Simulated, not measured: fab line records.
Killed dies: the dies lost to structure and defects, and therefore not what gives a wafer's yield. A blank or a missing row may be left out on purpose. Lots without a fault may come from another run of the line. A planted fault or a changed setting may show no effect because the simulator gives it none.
fab line records	flow rit_cmos
[record] lots = 6	wafers = 18	last_day = 7
route steps=202 shown PSD@150 SDANNEAL@153 NSD@158 PLDD@159 NLDD@160 SILICIDE@161 M1@202
lots that met no fault: from a run of the same line without faults
start_h: hours from the record's first day to the start of the lot's first wafer shown	wait_h: hours from the lot's prior step to this one	" same as the row above	L1.1+2: several wafers, shown together as one row	- no value, or no start was given	* or withheld: withheld	< > ~ a bound
route shown NAME@n: NAME is a module with steps in the file, n the number in the route of the first one	usual: mean/standard deviation of fault-free wafers	same: alike in all rows	chamber/n: place in a boat	sites: each site's reading	_std_site: standard deviation of those values	_edge_site: mean of outer sites minus mean of inner sites	radius_mm: for every site, how far away it sits from the centre of the wafer	mask NAME#n: copy n	behind: the tool/chamber that last shaped the wafer	hold: why the lot went on hold/how many hours it stayed there/how the hold came to an end	device: the transistor (n, p or np) that didn't switch	end of line: the route-end tests of the same wafers	a step with no rows: only its recipe	killed: not the wafer's yield, but the dies lost to structure and defects at the first sort	map: a wafer's dies, marking killed ones x, the rest . and places with no die _
set.NAME: the setting as run; set.NAME@STEP: as run at that earlier step	model.NAME: the simulator's own value behind a step, which no gauge read
lots at some steps of the route; a table a step, a row a wafer
services: from which hour (start_h, from the record's first day; less than 0 if before it) a tool's chamber was out of use, for how many hours, and why
[[steps]]
[step RIT_PSD_IMPLANT_08]
[recipe] species = BF2	energy_kev = 27	dose_cm2 = 5.073e+15	tilt_deg = 7
[step RIT_PSD_STRIP_09]
[recipe] chemistry = O2	time_s = 180	resist = NOVOLAK	platen_temp_c = withheld	power_w = 500	pressure_mtorr = 4000	o2_flow_sccm = 4000
[usual] drypump_motor_current_A = 5.7/0.43
lot.wafer	tool	chamber	start_h	wait_h	drypump_motor_current_A	rf_hours_counter_h
L285.1	plasma_asher-02	0	76.05	0.1	5.7	41
L285.3	"	0	"	"	5.7	-
L285.5	"	1	"	"	6.0	-
L290.1	plasma_asher-04	1	99.73	0.1	5.8	44
L290.3	"	1	"	"	5.9	-
L290.6	"	0	"	"	5.9	-
L293.2	plasma_asher-02	1	113.17	0.1	6.0	45
L293.3	"	0	"	"	5.7	-
L293.6	"	0	"	"	5.7	-
L296.2	plasma_asher-01	0	129.42	0.1	4.8	36
L296.3	"	1	"	"	5.9	-
L296.4	"	0	"	"	4.8	-
L302.2	plasma_asher-04	0	158.94	0.1	5.8	51
L302.5	"	1	"	"	5.8	-
L302.6	"	0	"	"	5.9	-
L304.1	plasma_asher-04	0	166.26	0.1	5.9	52
L304.3	"	1	"	"	5.8	-
L304.4	"	0	"	"	5.8	-
[step RIT_PSD_TW_MEAS_10]
[usual] PSD_TW = 3422/14
lot.wafer	tool	chamber	start_h	wait_h	PSD_TW
L285.1	film_metro-02	-	76.23	0.1	3406
L285.3	"	-	"	"	3403
L285.5	"	-	"	"	3409
L290.1	film_metro-02	-	99.91	0.1	3415
L290.3	"	-	"	"	3414
L290.6	"	-	"	"	3426
L293.2	film_metro-04	-	113.36	0.1	3430
L293.3	"	-	"	"	3423
L293.6	"	-	"	"	3447
L296.2	film_metro-02	-	129.60	0.1	3437
L296.3	"	-	"	"	3434
L296.4	"	-	"	"	3431
L302.2	film_metro-03	-	159.13	0.1	3423
L302.5	"	-	"	"	3440
L302.6	"	-	"	"	3445
L304.1	film_metro-03	-	166.43	0.1	3434
L304.3	"	-	"	"	3447
L304.4	"	-	"	"	3434
[step RIT_SDANNEAL_CLEAN_00]
[recipe] chemistry = SC1	mix = 3:3:50	time_s = 600	temp_c = 75
[step RIT_SDANNEAL_CLEAN_01]
[recipe] chemistry = dHF	dilution = 50:1	time_s = 30
[step RIT_SDANNEAL_CLEAN_02]
[recipe] chemistry = SC2	mix = 3:3:50	time_s = 600	temp_c = 75	dry = n2_spin
[step RIT_SDANNEAL_RTA_03]
[recipe] temp_c = 1050	time_s = 5	idle_temp_c = 600	ramp_up_c_per_s = 342	ramp_down_c_per_s = 171	cool_to_c = 600	ambient = N2
[usual] wafer_temp_C_max = 1053.4/1.1
lot.wafer	tool	chamber	start_h	wait_h	wafer_temp_C_max
L285.1	rtp_anneal-02	0	76.65	0.0	1054.6
L285.3	"	0	"	"	1052.1
L285.5	"	0	"	"	1054.6
L290.1	rtp_anneal-01	0	100.37	0.0	1052.9
L290.3	"	0	"	"	1051.9
L290.6	"	0	"	"	1052.8
L293.2	rtp_anneal-02	0	113.78	0.0	1052.6
L293.3	"	0	"	"	1052.3
L293.6	"	0	"	"	1053.6
L296.2	rtp_anneal-01	0	130.05	0.0	1053.8
L296.3	"	0	"	"	1052.9
L296.4	"	0	"	"	1052.9
L302.2	rtp_anneal-01	0	159.55	0.0	1056.6
L302.5	"	0	"	"	1052.0
L302.6	"	0	"	"	1055.0
L304.1	rtp_anneal-01	0	166.86	0.0	1054.9
L304.3	"	0	"	"	1053.8
L304.4	"	0	"	"	1053.0
[step RIT_SDANNEAL_RS_MEAS_04]
[recipe] thk_meas_gauge = four-point-probe
[usual] PSD_RS = 115.6/0.31
lot.wafer	tool	chamber	start_h	wait_h	PSD_RS[ohm/sq]
L285.1	film_metro-03	-	76.71	0.0	115.7
L285.3	"	-	"	"	115.4
L285.5	"	-	"	"	115.8
L290.1	film_metro-02	-	100.43	0.0	115.8
L290.3	"	-	"	"	115.6
L290.6	"	-	"	"	115.5
L293.2	film_metro-04	-	113.85	0.1	115.8
L293.3	"	-	"	"	115.7
L293.6	"	-	"	"	115.4
L296.2	film_metro-02	-	130.12	0.1	115.5
L296.3	"	-	"	"	115.6
L296.4	"	-	"	"	115.9
L302.2	film_metro-04	-	159.62	0.1	115.5
L302.5	"	-	"	"	115.6
L302.6	"	-	"	"	115.4
L304.1	film_metro-02	-	166.92	0.0	115.7
L304.3	"	-	"	"	115.8
L304.4	"	-	"	"	115.8
[step RIT_SDANNEAL_RS_MEAS_05]
[recipe] thk_meas_gauge = four-point-probe
[usual] NSD_RS = 84.51/0.28
lot.wafer	tool	chamber	start_h	wait_h	NSD_RS[ohm/sq]
L285.1	film_metro-03	-	76.83	0.1	84.81
L285.3	"	-	"	"	84.74
L285.5	"	-	"	"	84.95
L290.1	film_metro-02	-	100.55	0.1	84.09
L290.3	"	-	"	"	84.05
L290.6	"	-	"	"	84.50
L293.2	film_metro-04	-	113.97	0.1	84.86
L293.3	"	-	"	"	84.85
L293.6	"	-	"	"	84.34
L296.2	film_metro-02	-	130.24	0.1	84.55
L296.3	"	-	"	"	84.40
L296.4	"	-	"	"	84.50
L302.2	film_metro-04	-	159.74	0.1	84.86
L302.5	"	-	"	"	85.12
L302.6	"	-	"	"	85.01
L304.1	film_metro-02	-	167.04	0.1	84.58
L304.3	"	-	"	"	84.40
L304.4	"	-	"	"	84.64
[step RIT_SDANNEAL_RS_MEAS_06]
[recipe] thk_meas_gauge = four-point-probe
[usual] PLDD_RS = 178.4/0.47
lot.wafer	tool	chamber	start_h	wait_h	PLDD_RS[ohm/sq]
L285.1	film_metro-03	-	76.95	0.1	178.2
L285.3	"	-	"	"	178.4
L285.5	"	-	"	"	178.6
L290.1	film_metro-02	-	100.67	0.1	178.1
L290.3	"	-	"	"	179.2
L290.6	"	-	"	"	178.5
L293.2	film_metro-04	-	114.09	0.1	178.4
L293.3	"	-	"	"	178.5
L293.6	"	-	"	"	178.2
L296.2	film_metro-02	-	130.36	0.1	178.0
L296.3	"	-	"	"	178.3
L296.4	"	-	"	"	178.1
L302.2	film_metro-04	-	159.86	0.1	179.1
L302.5	"	-	"	"	178.7
L302.6	"	-	"	"	178.3
L304.1	film_metro-02	-	167.16	0.1	177.9
L304.3	"	-	"	"	177.9
L304.4	"	-	"	"	178.6
[step RIT_SDANNEAL_RS_MEAS_07]
[recipe] thk_meas_gauge = four-point-probe
[usual] NLDD_RS = 151.5/0.54
lot.wafer	tool	chamber	start_h	wait_h	NLDD_RS[ohm/sq]
L285.1	film_metro-03	-	77.07	0.1	151.6
L285.3	"	-	"	"	151.4
L285.5	"	-	"	"	151.0
L290.1	film_metro-02	-	100.79	0.1	152.2
L290.3	"	-	"	"	151.9
L290.6	"	-	"	"	151.7
L293.2	film_metro-04	-	114.21	0.1	151.7
L293.3	"	-	"	"	152.2
L293.6	"	-	"	"	152.3
L296.2	film_metro-02	-	130.48	0.1	151.0
L296.3	"	-	"	"	150.6
L296.4	"	-	"	"	151.3
L302.2	film_metro-04	-	159.98	0.1	151.2
L302.5	"	-	"	"	151.2
L302.6	"	-	"	"	151.5
L304.1	film_metro-02	-	167.28	0.1	151.2
L304.3	"	-	"	"	151.2
L304.4	"	-	"	"	151.0
[step RIT_SILICIDE_WET_ETCH_00]
[recipe] chemistry = BOE	target = SiO2	target_depth_nm = 14	time_s = 15	dry = n2_spin	dilution = 10:1	temp_c = 21.5
[step RIT_SILICIDE_SPUTTER_01]
[recipe] material = Ti	target_thk_nm = 30	power_w = 337.6	chamber_pressure_pa = 0.667	gas = Ar	time_s = 240	substrate_temp_c = 25
[usual] chamber_pressure_pa = 0.6670/0.0013	throttle_valve_pct = 29.9/1.2
lot.wafer	tool	chamber	start_h	wait_h	chamber_pressure_pa	throttle_valve_pct
L285.1	pvd_sputter-03	-	77.20	0.0	0.6688	29.5
L285.3	"	-	"	"	0.6698	29.0
L285.5	"	-	"	"	0.6685	29.6
L290.1	pvd_sputter-02	-	100.92	0.0	0.6675	29.6
L290.3	"	-	"	"	0.6659	28.7
L290.6	"	-	"	"	0.6665	28.8
L293.2	pvd_sputter-04	-	114.32	0.0	0.6684	31.6
L293.3	"	-	"	"	0.6678	28.0
L293.6	"	-	"	"	0.6659	31.6
L296.2	pvd_sputter-03	-	130.59	0.0	0.6672	29.4
L296.3	"	-	"	"	0.6661	29.3
L296.4	"	-	"	"	0.6663	29.8
L302.2	pvd_sputter-03	-	160.10	0.0	0.6464	29.7
L302.5	"	-	"	"	0.6675	29.9
L302.6	"	-	"	"	0.6488	29.6
L304.1	pvd_sputter-03	-	167.41	0.0	0.6692	29.2
L304.3	"	-	"	"	0.6468	29.7
L304.4	"	-	"	"	0.6673	29.7
[step RIT_SILICIDE_RS_MEAS_02]
[recipe] thk_meas_gauge = four-point-probe	reads = Ti_of_SILICIDE_SPUTTER_01
[usual] SILICIDE_TI_RS = 49.7/0.57
lot.wafer	tool	chamber	start_h	wait_h	SILICIDE_TI_RS[ohm/sq]
L285.1	film_metro-04	-	77.35	0.1	49.9
L285.3	"	-	"	"	49.5
L285.5	"	-	"	"	49.5
L290.1	film_metro-04	-	101.07	0.1	49.9
L290.3	"	-	"	"	50.4
L290.6	"	-	"	"	49.7
L293.2	film_metro-02	-	114.49	0.1	51.2
L293.3	"	-	"	"	50.7
L293.6	"	-	"	"	51.1
L296.2	film_metro-01	-	130.76	0.1	49.4
L296.3	"	-	"	"	49.1
L296.4	"	-	"	"	49.6
L302.2	film_metro-04	-	160.27	0.1	45.5
L302.5	"	-	"	"	48.9
L302.6	"	-	"	"	46.3
L304.1	film_metro-01	-	167.56	0.1	49.3
L304.3	"	-	"	"	46.1
L304.4	"	-	"	"	49.2
[step RIT_SILICIDE_THK_MEAS_03]
[recipe] thk_meas_gauge = xrf	reads = Ti_of_SILICIDE_SPUTTER_01
[usual] SILICIDE_TI_THK = 28.8/0.31
lot.wafer	tool	chamber	start_h	wait_h	SILICIDE_TI_THK[nm]
L285.1	film_metro-04	-	77.47	0.1	28.5
L285.3	"	-	"	"	28.7
L285.5	"	-	"	"	28.7
L290.1	film_metro-04	-	101.19	0.1	28.7
L290.3	"	-	"	"	28.2
L290.6	"	-	"	"	28.7
L293.2	film_metro-02	-	114.60	0.1	28.1
L293.3	"	-	"	"	28.2
L293.6	"	-	"	"	28.1
L296.2	film_metro-01	-	130.87	0.1	29.0
L296.3	"	-	"	"	29.2
L296.4	"	-	"	"	29.0
L302.2	film_metro-04	-	160.38	0.1	29.5
L302.5	"	-	"	"	29.0
L302.6	"	-	"	"	28.9
L304.1	film_metro-01	-	167.68	0.1	29.1
L304.3	"	-	"	"	29.3
L304.4	"	-	"	"	29.2
[step RIT_M1_PROBE_99]
[usual] killed_at_front_end = 6.7/2.6	killed_dies = 6.8/2.6	killed_on_rim = 1.9/1.3	killed_open = 3.3/1.7	killed_short = 3.4/2
[same] gross_dies = 264	killed_at_M0_to_M3 = 0	killed_at_M4_up = 0	killed_at_back_side = 0	killed_at_contacts = 0	killed_at_other = 0
lot.wafer	tool	chamber	start_h	wait_h	killed_at_front_end	killed_dies	killed_on_rim	killed_open	killed_short
L285.1	prober-01	-	83.94	0.1	8	8	2	5	3
L285.3	prober-01	-	84.04	0.2	11	11	3	1	10
L285.5	prober-01	-	84.14	0.2	4	4	3	3	1
L290.1	prober-01	-	108.10	0.1	6	6	2	4	2
L290.3	prober-01	-	108.20	0.2	6	6	3	1	5
L290.6	prober-01	-	108.35	0.2	2	2	1	2	0
L293.2	prober-01	-	121.74	0.1	2	2	2	1	1
L293.3	prober-01	-	121.79	0.2	6	6	1	3	3
L293.6	prober-01	-	121.94	0.2	5	5	0	3	2
L296.2	prober-01	-	137.52	0.1	6	6	1	3	3
L296.3	prober-01	-	137.57	0.2	3	3	0	1	1
L296.4	prober-01	-	137.62	0.2	13	13	6	7	6
L302.2	prober-02	-	167.08	0.1	9	9	1	4	5
L302.5	prober-02	-	167.23	0.2	12	12	2	8	4
L302.6	prober-02	-	167.28	0.2	9	9	4	6	3
// killed by level:class
L285.1 REOX:geometric_particle:short=2 FOX1:geometric_particle:short=1 FOX1:geometric_particle:open=1 GATE:geometric_particle:open=1 REOX:geometric_particle:open=1 SPACER:geometric_particle:open=1 SILICIDE:geometric_particle:open=1
L285.3 REOX:geometric_particle:short=6 GATE:geometric_particle:short=2 GATE:geometric_particle:open=1 SPACER:geometric_particle:short=1 SILICIDE:geometric_particle:short=1
L285.5 FOX1:geometric_particle:open=1 FOX1:geometric_particle:short=1 GATE:geometric_particle:open=1 SILICIDE:geometric_particle:open=1
L290.1 FOX1:geometric_particle:open=2 REOX:geometric_particle:open=2 FOX1:geometric_particle:short=1 SPACER:geometric_particle:short=1
L290.3 FOX1:geometric_particle:short=1 GATE:geometric_particle:short=1 REOX:geometric_particle:short=1 REOX:geometric_particle:open=1 SPACER:geometric_particle:short=1 SILICIDE:geometric_particle:short=1
L290.6 FOX2:geometric_particle:open=1 GATE:geometric_particle:open=1
L293.2 SPACER:geometric_particle:open=1 SILICIDE:geometric_particle:short=1
L293.3 GATE:geometric_particle:open=3 GATE:geometric_particle:short=2 REOX:geometric_particle:short=1
L293.6 GATE:geometric_particle:short=2 GATE:geometric_particle:open=1 REOX:geometric_particle:open=1 SPACER:geometric_particle:open=1
L296.2 GATE:geometric_particle:short=2 FOX1:geometric_particle:open=1 REOX:geometric_particle:open=1 SPACER:geometric_particle:open=1 SILICIDE:geometric_particle:short=1
L296.3 REOX:geometric_particle:open=1 SILICIDE:geometric_particle:short=1 PSD:coat_microbubble_printed=1
L296.4 GATE:geometric_particle:short=3 GATE:geometric_particle:open=3 REOX:geometric_particle:short=2 REOX:geometric_particle:open=2 FOX1:geometric_particle:short=1 FOX1:geometric_particle:open=1 SILICIDE:geometric_particle:open=1
L302.2 FOX1:geometric_particle:short=2 GATE:geometric_particle:open=2 REOX:geometric_particle:short=2 FOX2:geometric_particle:short=1 FOX2:geometric_particle:open=1 SPACER:geometric_particle:open=1
L302.5 GATE:geometric_particle:open=4 GATE:geometric_particle:short=2 REOX:geometric_particle:open=2 FOX2:geometric_particle:open=1 REOX:geometric_particle:short=1 SPACER:geometric_particle:short=1 SILICIDE:geometric_particle:open=1
L302.6 GATE:geometric_particle:open=5 GATE:geometric_particle:short=2 REOX:geometric_particle:open=1 SILICIDE:geometric_particle:short=1
[[services]]
tool	chamber	start_h	hours	kind
plasma_asher-04	-	62.96	15.9	pm
pvd_sputter-02	-	63.99	2.9	repair
plasma_asher-02	-	67.06	1.2	repair
pvd_sputter-03	-	101.45	16.1	repair
pvd_sputter-03	-	112.44	2.2	repair
pvd_sputter-03	-	122.45	2.5	repair
pvd_sputter-03	-	148.62	1.4	repair
[[key]]
[first_sign] step = RIT_SILICIDE_SPUTTER_01	reading = chamber_pressure_pa	direction = down	sigmas = 15	usual = 0.6670	struck = 0.6473
[effect] step = RIT_SILICIDE_RS_MEAS_02	reading = SILICIDE_TI_RS	direction = down	sigmas = 6.5	usual = 49.7	struck = 46.0
met_at RIT_SILICIDE_SPUTTER_01
struck_wafers L302.2,L302.6,L304.3
tester_left_out L302,L304
onset_between 130.59 160.10
[fault] kind = process_parameter_drift	tool = pvd_sputter-03	chamber = -	onset_h = 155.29	steps = RIT_SILICIDE_SPUTTER_01	channel = chamber_pressure_pa	offset = -0.020718	shape = step	end_h = 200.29	stated = 0.667	scope = struck_wafers_only
// tester_left_out: of these lots the tester's yield and bins aren't shown, on N5 and GAA mostly nor the transistor test; their killed dies are dies lost to structure and defects alone, not to doping, threshold or leakage, so they don't give the yield
